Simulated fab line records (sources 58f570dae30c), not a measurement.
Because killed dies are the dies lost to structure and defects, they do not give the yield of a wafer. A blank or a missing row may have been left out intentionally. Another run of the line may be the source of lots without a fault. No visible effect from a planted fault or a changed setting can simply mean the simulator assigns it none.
2 desks, one fault + flow berkeley cmos170 + each desk holds nothing but its own numbers, with what lay behind them at the end

## FOR THE TOOL OWNER'S DESK: rie si-01
The tool's own readings at UCB170_GATE_ETCH_15 (etches poly-Si in HBr/Cl2, stops on SiO2, time 56.3 s, target depth 278.2 nm): means of the sampled wafers that have a number, for each lot that ran on this tool. Marked OUT: a lot whose mean sits more than 4 standard deviations from the usual mean, which makes it out of limits; the brackets give that distance.
Columns: A = drypump motor current A at UCB170_GATE_ETCH_15, usual 5.86 A; B = he backside leak sccm at UCB170_GATE_ETCH_15, usual 2.8 sccm; C = oes product au at UCB170_GATE_ETCH_15, usual 0.830 a.u.; D = run length s at UCB170_GATE_ETCH_15, usual 84.5 s; E = throttle valve pct at UCB170_GATE_ETCH_15, usual 26.60 %
| lot  | first seen here | A    | B   | C     | D              | E     |
|------|-----------------|------|-----|-------|----------------|-------|
| L583 | day 6 05:50     | 5.97 | 2.5 | 0.826 | 84.5           | 26.57 |
| L584 | day 6 06:17     | 6.05 | 2.6 | 0.830 | 85.0           | 26.74 |
| L585 | day 6 19:53     | 5.88 | 2.6 | 0.783 | 89.9 (+12) OUT | 26.59 |
| L600 | day 9 16:19     | 5.83 | 2.6 | 0.828 | 84.3           | 26.72 |
| L605 | day 10 13:11    | 5.67 | 2.5 | 0.824 | 84.5           | 26.58 |
| L604 | day 10 13:28    | 6.23 | 2.5 | 0.841 | 85.0           | 26.59 |
Finding of this desk: L585 out of limits; the first was L585 at day 6 19:53, on run length s at UCB170_GATE_ETCH_15. L583, L584, L600, L605, L604 stayed within limits.

## METROLOGY DESK
What the gauges read, lot by lot, whatever tool the lot ran on: means of the sampled wafers that have a number. Marked OUT: a lot whose mean sits more than 4 standard deviations from the usual mean, which makes it out of limits; the brackets give that distance.
Columns: A = PVT_TW at UCB170_PVT_TW_MEAS_09, usual 503; B = NLDD_OVL at UCB170_NLDD_OVL_MEAS_07, usual 3 nm
| lot  | first seen here | A   | B  |
|------|-----------------|-----|----|
| L583 | day 5 15:36     | 500 | 3  |
| L584 | day 5 16:10     | 498 | -4 |
| L585 | day 6 06:56     | 507 | 3  |
| L586 | day 6 06:58     | 502 | 0  |
| L588 | day 7 00:15     | 500 | 2  |
| L594 | day 7 19:53     | 499 | 5  |
| L598 | day 8 09:47     | 506 | 8  |
| L599 | day 8 12:32     | 506 | -4 |
| L600 | day 9 04:21     | 506 | 5  |
| L601 | day 9 04:27     | 499 | 6  |
| L603 | day 9 23:09     | 498 | 2  |
| L605 | day 9 23:22     | 501 | 11 |
| L604 | day 9 23:39     | 501 | 4  |
Result from this desk: across the 13 lots, nothing is out of limits.

## TAKEN TOGETHER
The tool owner's desk could have raised an alarm at day 6 19:53, on L585.
At the metrology desk, nothing out of limits was observed.
The metrology desk has L585 on record, within its limits.
On rie si-01, each named lot ran UCB170_GATE_ETCH_15.

## WHAT THE SIMULATOR HAD PUT IN
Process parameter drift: rie si-01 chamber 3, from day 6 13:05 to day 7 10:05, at UCB170_GATE_ETCH_15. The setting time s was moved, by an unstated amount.
Struck lots among those shown: L585.
Each desk's first reading out of limits, in hours after the fault started: the tool owner's desk, 7.
